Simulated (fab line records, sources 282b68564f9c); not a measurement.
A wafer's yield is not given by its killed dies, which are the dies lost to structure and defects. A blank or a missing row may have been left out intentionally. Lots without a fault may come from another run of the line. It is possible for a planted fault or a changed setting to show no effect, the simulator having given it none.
fab line records	flow rit-cmos
record: lots: 15	wafers: 45	last-day: 7
route steps=202 shown ACTIVE@3 PWELL@48 NRETRO@62 PRETRO@74
lots with no fault: from the same line, run without faults
start-h: hours from the record's first day to the start of the lot's first wafer shown	wait-h: hours from the lot's prior step to this one	" same as the row above	L1.1+2: several wafers, shown together as one row	- either no value or no given start	* or withheld: withheld	< > ~ a bound
route shown NAME@n: NAME is a module with steps in the file, n the number in the route of the first one	usual: mean/standard deviation of fault-free wafers	same: alike in all rows	chamber/n: place in a boat	sites: the reading at each site	_std_site: the standard deviation of these	_edge_site: outer sites' mean less inner sites'	radius-mm: how far each site lies from the wafer's centre	mask NAME#n: copy n	behind: the tool/chamber that last shaped the wafer	hold: what put the lot on hold/how long, in hours/how the hold closed	device: the n, p or np transistor that did not switch	end of line: at the end of the route, the tests of the same wafers	for a step that has no rows: nothing shown but its recipe	killed: the dies lost at the first sort to structure and to defects; this is not the yield of the wafer	map: the dies of a wafer, with x for killed, . for not killed, _ for no die there
set.NAME: setting as actually run; set.NAME@STEP: the setting as run at that earlier step	model.NAME: the simulator's own value behind a step, which no gauge read
the route's steps for a sample of lots (tables are steps, rows are wafers)
services: when a tool's chamber went out of use (start-h, in hours from the record's first day, below 0 if earlier), for how many hours, and the reason
== steps ==
step: RIT_ACTIVE_THK_MEAS_02
recipe: reads: SiO2_of_ACTIVE_OXIDATION_01
usual: ACTIVE_OXIDE_THK: 47.3/0.98
lot.wafer	tool	chamber	start-h	wait-h	ACTIVE_OXIDE_THK[nm]
L166.1	film-metro-01	-	17.05	0.0	46.7
L166.3	"	-	"	"	46.5
L166.4	"	-	"	"	47.2
L167.3	film-metro-01	-	22.07	0.0	46.4
L167.5	"	-	"	"	46.4
L167.6	"	-	"	"	46.7
L168.2	film-metro-01	-	27.06	0.0	47.4
L168.3	"	-	"	"	47.7
L168.5	"	-	"	"	47.7
L170.1	film-metro-02	-	37.05	0.0	47.4
L170.3	"	-	"	"	47.5
L170.6	"	-	"	"	46.3
L171.2	film-metro-01	-	42.97	0.0	48.6
L171.5	"	-	"	"	48.2
L171.6	"	-	"	"	49.1
L172.1	film-metro-02	-	48.77	0.0	48.3
L172.5	"	-	"	"	48.7
L172.6	"	-	"	"	48.0
L179.3	film-metro-01	-	82.07	0.0	45.7
L179.4	"	-	"	"	46.3
L179.5	"	-	"	"	46.1
L180.1	film-metro-01	-	87.05	0.0	47.7
L180.2	"	-	"	"	47.9
L180.3	"	-	"	"	49.3
L181.2	film-metro-01	-	92.06	0.0	46.5
L181.3	"	-	"	"	46.4
L181.4	"	-	"	"	47.0
L182.1	film-metro-01	-	97.05	0.0	47.4
L182.3	"	-	"	"	47.4
L182.5	"	-	"	"	46.8
L184.1	film-metro-01	-	107.05	0.0	47.3
L184.2	"	-	"	"	47.5
L184.4	"	-	"	"	47.3
L185.1	film-metro-03	-	112.05	0.0	47.3
L185.3	"	-	"	"	46.6
L185.5	"	-	"	"	46.9
L186.4	film-metro-02	-	117.19	0.0	47.3
L186.5	"	-	"	"	46.1
L186.6	"	-	"	"	46.5
L187.4	film-metro-01	-	122.08	0.0	46.5
L187.5	"	-	"	"	47.0
L187.6	"	-	"	"	46.1
L188.2	film-metro-03	-	127.65	0.0	46.7
L188.4	"	-	"	"	47.1
L188.5	"	-	"	"	46.7
step: RIT_ACTIVE_CD_MEAS_11
recipe: target-cd-nm: 1400
usual: cd-nm: 1400.2/2.3
lot.wafer	tool	chamber	start-h	wait-h	cd-nm
L166.1	cd-sem-01	-	19.56	-	1400.1
L166.3	"	-	"	"	1402.2
L166.4	"	-	"	"	1399.1
L167.3	cd-sem-01	-	24.48	-	1404.5
L167.5	"	-	"	"	1405.7
L167.6	"	-	"	"	1405.3
L168.2	cd-sem-01	-	29.58	-	1398.9
L168.3	"	-	"	"	1398.5
L168.5	"	-	"	"	1399.5
L170.1	cd-sem-01	-	39.44	-	1399.1
L170.3	"	-	"	"	1401.8
L170.6	"	-	"	"	1401.8
L171.2	cd-sem-02	-	45.49	-	1403.6
L171.5	"	-	"	"	1402.4
L171.6	"	-	"	"	1403.8
L172.1	cd-sem-02	-	51.28	-	1400.7
L172.5	"	-	"	"	1401.8
L172.6	"	-	"	"	1400.9
L179.3	cd-sem-02	-	84.60	-	1399.3
L179.4	"	-	"	"	1400.4
L179.5	"	-	"	"	1400.8
L180.1	cd-sem-01	-	89.44	-	1395.1
L180.2	"	-	"	"	1397.1
L180.3	"	-	"	"	1397.0
L181.2	cd-sem-01	-	94.46	-	1398.8
L181.3	"	-	"	"	1402.4
L181.4	"	-	"	"	1398.8
L182.1	cd-sem-02	-	99.67	-	1403.7
L182.3	"	-	"	"	1403.3
L182.5	"	-	"	"	1403.2
L184.1	cd-sem-01	-	109.56	-	1396.8
L184.2	"	-	"	"	1399.7
L184.4	"	-	"	"	1398.7
L185.1	cd-sem-01	-	114.44	-	1399.9
L185.3	"	-	"	"	1398.3
L185.5	"	-	"	"	1399.3
L186.4	cd-sem-02	-	119.88	-	1401.1
L186.5	"	-	"	"	1399.9
L186.6	"	-	"	"	1400.6
L187.4	cd-sem-01	-	124.50	-	1401.7
L187.5	"	-	"	"	1400.3
L187.6	"	-	"	"	1400.1
L188.2	cd-sem-01	-	130.05	-	1400.8
L188.4	"	-	"	"	1399.7
L188.5	"	-	"	"	1399.3
step: RIT_PWELL_STRIP_09
recipe: chemistry: O2	time-s: 180	resist: NOVOLAK	platen-temp-c: withheld	power-w: 500	pressure-mtorr: 4000	o2-flow-sccm: 4000
usual: chamber-pressure-mTorr: 4000/3.8	drypump-motor-current-A: 6.11/0.27
lot.wafer	tool	chamber	start-h	wait-h	chamber-pressure-mTorr	drypump-motor-current-A	rf-hours-counter-h
L166.1	plasma-asher-01	0	27.30	0.1	3997	6.12	36
L166.3	"	1	"	"	3999	6.01	-
L166.4	"	0	"	"	4004	6.11	-
L167.3	plasma-asher-04	1	32.63	0.1	3995	6.58	-
L167.5	"	0	"	"	4002	5.89	-
L167.6	"	1	"	"	4002	6.55	-
L168.2	plasma-asher-01	0	38.62	0.1	3994	6.09	37
L168.3	"	0	"	"	4001	6.10	-
L168.5	"	1	"	"	3996	6.03	-
L170.1	plasma-asher-03	1	49.12	0.1	4000	5.78	43
L170.3	"	1	"	"	4008	5.76	-
L170.6	"	0	"	"	3994	6.38	-
L171.2	plasma-asher-04	1	53.89	0.1	4002	6.54	26
L171.5	"	0	"	"	4001	5.91	-
L171.6	"	1	"	"	4000	6.55	-
L172.1	plasma-asher-03	1	61.30	0.1	4008	5.75	45
L172.5	"	1	"	"	3998	5.77	-
L172.6	"	0	"	"	4001	6.34	-
L179.3	plasma-asher-01	0	92.44	0.1	3996	6.10	-
L179.4	"	1	"	"	4006	6.03	-
L179.5	"	1	"	"	3997	6.00	-
L180.1	plasma-asher-03	0	99.60	0.1	4002	6.33	49
L180.2	"	1	"	"	3997	5.79	49
L180.3	"	1	"	"	3996	5.77	-
L181.2	plasma-asher-04	0	103.28	0.1	3995	5.89	30
L181.3	"	1	"	"	4000	6.59	-
L181.4	"	0	"	"	4000	5.87	-
L182.1	plasma-asher-01	0	107.73	0.1	3994	6.11	45
L182.3	"	1	"	"	4000	6.03	-
L182.5	"	0	"	"	3995	6.10	-
L184.1	plasma-asher-01	1	117.55	0.1	4001	6.03	47
L184.2	"	0	"	"	3999	6.09	47
L184.4	"	1	"	"	4001	6.01	-
L185.1	plasma-asher-03	0	123.17	0.1	3998	6.34	1
L185.3	"	1	"	"	4002	5.78	-
L185.5	"	0	"	"	3998	6.34	-
L186.4	plasma-asher-04	0	128.17	0.1	3998	5.88	-
L186.5	"	1	"	"	4002	6.54	-
L186.6	"	0	"	"	4001	5.87	-
L187.4	plasma-asher-03	0	132.43	0.1	4000	6.34	-
L187.5	"	0	"	"	3999	6.34	-
L187.6	"	1	"	"	4002	5.79	-
L188.2	plasma-asher-03	1	137.97	0.1	3996	5.78	2
L188.4	"	0	"	"	3994	6.33	-
L188.5	"	1	"	"	4001	5.76	-
step: RIT_NRETRO_STRIP_09
recipe: chemistry: O2	time-s: 180	resist: NOVOLAK	platen-temp-c: withheld	power-w: 500	pressure-mtorr: 4000	o2-flow-sccm: 4000
usual: chamber-pressure-mTorr: 4000/4.1	drypump-motor-current-A: 6.1/0.59
lot.wafer	tool	chamber	start-h	wait-h	chamber-pressure-mTorr	drypump-motor-current-A	rf-hours-counter-h
L166.1	plasma-asher-04	0	34.30	0.1	3996	5.9	24
L166.3	"	1	"	"	3997	6.6	-
L166.4	"	0	"	"	3999	5.9	-
L167.3	plasma-asher-03	0	39.63	0.1	3996	6.3	-
L167.5	"	1	"	"	3993	5.8	-
L167.6	"	0	"	"	3996	6.3	-
L168.2	plasma-asher-02	0	46.33	0.1	3998	6.8	37
L168.3	"	0	"	"	4000	6.8	-
L168.5	"	0	"	"	3994	6.7	-
L170.1	plasma-asher-02	1	56.15	0.1	-	-	-
L170.3	"	0	"	"	-	-	-
L170.6	"	0	"	"	-	-	-
L171.2	plasma-asher-04	0	61.81	0.1	-	-	-
L171.5	"	1	"	"	-	-	-
L171.6	"	0	"	"	-	-	-
L172.1	plasma-asher-04	1	68.30	0.1	-	-	-
L172.5	"	1	"	"	-	-	-
L172.6	"	0	"	"	-	-	-
L179.3	plasma-asher-04	0	99.80	0.1	3996	5.9	-
L179.4	"	1	"	"	3996	6.6	-
L179.5	"	1	"	"	4006	6.6	-
L180.1	plasma-asher-02	1	106.47	0.1	4006	4.9	43
L180.2	"	0	"	"	4002	6.8	43
L180.3	"	0	"	"	4002	6.8	-
L181.2	plasma-asher-04	0	111.89	0.1	3997	5.9	31
L181.3	"	1	"	"	4004	6.6	-
L181.4	"	0	"	"	4001	5.9	-
L182.1	plasma-asher-02	1	115.76	0.1	4005	5.0	44
L182.3	"	0	"	"	3997	6.8	-
L182.5	"	1	"	"	4003	4.9	-
L184.1	plasma-asher-04	0	124.55	0.1	3996	5.9	33
L184.2	"	1	"	"	3989	6.6	33
L184.4	"	0	"	"	4002	5.9	-
L185.1	plasma-asher-04	1	130.05	0.1	4004	6.6	33
L185.3	"	0	"	"	4002	5.9	-
L185.5	"	0	"	"	3992	5.9	-
L186.4	plasma-asher-02	1	135.17	0.1	4001	4.9	-
L186.5	"	1	"	"	4000	5.0	-
L186.6	"	0	"	"	4001	6.8	-
L187.4	plasma-asher-03	0	139.30	0.1	4001	6.3	-
L187.5	"	0	"	"	3996	6.3	-
L187.6	"	1	"	"	4003	5.8	-
L188.2	plasma-asher-03	0	144.84	0.1	3997	6.3	3
L188.4	"	0	"	"	3998	6.4	-
L188.5	"	1	"	"	4001	5.8	-
step: RIT_PRETRO_TW_MEAS_10
usual: PRETRO_TW: 475/4.5
lot.wafer	tool	chamber	start-h	wait-h	PRETRO_TW
L166.1	film-metro-02	-	36.02	0.1	471
L166.3	"	-	"	"	474
L166.4	"	-	"	"	474
L167.3	film-metro-04	-	41.31	0.1	484
L167.5	"	-	"	"	481
L167.6	"	-	"	"	486
L168.2	film-metro-03	-	48.07	0.1	471
L168.3	"	-	"	"	470
L168.5	"	-	"	"	471
L170.1	film-metro-02	-	57.87	0.1	30
L170.3	"	-	"	"	30
L170.6	"	-	"	"	30
L171.2	film-metro-04	-	63.67	0.1	30
L171.5	"	-	"	"	30
L171.6	"	-	"	"	31
L172.1	film-metro-04	-	70.27	0.1	30
L172.5	"	-	"	"	30
L172.6	"	-	"	"	30
L179.3	film-metro-04	-	101.49	0.1	475
L179.4	"	-	"	"	473
L179.5	"	-	"	"	473
L180.1	film-metro-02	-	108.48	0.1	472
L180.2	"	-	"	"	475
L180.3	"	-	"	"	475
L181.2	film-metro-02	-	113.63	0.1	471
L181.3	"	-	"	"	471
L181.4	"	-	"	"	471
L182.1	film-metro-03	-	117.62	0.1	469
L182.3	"	-	"	"	472
L182.5	"	-	"	"	469
L184.1	film-metro-04	-	126.31	0.1	475
L184.2	"	-	"	"	478
L184.4	"	-	"	"	475
L185.1	film-metro-04	-	132.08	0.1	475
L185.3	"	-	"	"	478
L185.5	"	-	"	"	476
L186.4	film-metro-02	-	136.86	0.1	473
L186.5	"	-	"	"	474
L186.6	"	-	"	"	474
L187.4	film-metro-03	-	141.00	0.1	471
L187.5	"	-	"	"	470
L187.6	"	-	"	"	474
L188.2	film-metro-02	-	146.70	0.1	474
L188.4	"	-	"	"	475
L188.5	"	-	"	"	475
== services ==
tool	chamber	start-h	hours	kind
plasma-asher-02	-	50.39	3.1	repair
plasma-asher-04	-	78.37	17.6	repair
plasma-asher-03	-	108.75	9.0	pm
plasma-asher-03	0	108.75	9.0	vent-cycle
plasma-asher-03	1	108.75	9.0	vent-cycle
plasma-asher-02	-	111.69	0.8	repair
plasma-asher-03	0	117.75	-	clean
plasma-asher-03	1	117.75	-	clean
plasma-asher-01	-	122.12	4.2	pm
== key ==
first-sign: step: RIT_NRETRO_STRIP_09	reading: tool-record	direction: missing
effect: step: RIT_PRETRO_TW_MEAS_10	reading: PRETRO_TW	direction: down	sigmas: 99	usual: 475	struck: 30
met-at RIT_NRETRO_STRIP_09
struck-lots L170,L171,L172
later-rows-left-out L170.1,L170.3,L170.6,L171.2,L171.5,L171.6,L172.1,L172.5,L172.6
sort-left-out L170.1,L170.3,L170.6,L171.2,L171.5,L171.6,L172.1,L172.5,L172.6
tester-left-out L170,L171,L172
not-acting-at RIT_ACTIVE_THK_MEAS_02,RIT_ACTIVE_CD_MEAS_11,RIT_PWELL_STRIP_09
onset-between 46.33 56.15
fault: kind: skipped-step-whole	tool: plasma-asher-02,plasma-asher-04	chamber: -	onset-h: 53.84	steps: RIT_NRETRO_STRIP_09	scope: struck-lots-only
tester-left-out: of these lots the tester's yield and bins aren't shown, on N5 and GAA mostly nor the transistor test; their killed dies are dies lost to structure and defects alone, not to doping, threshold or leakage, so they don't give the yield
sort-left-out: the simulated sort isn't trusted on such a fault, so these wafers' sort isn't shown, and their yield isn't known
later-rows-left-out: the simulator's readings of these wafers behind a module that went badly wrong aren't trusted and aren't shown, but for the sort
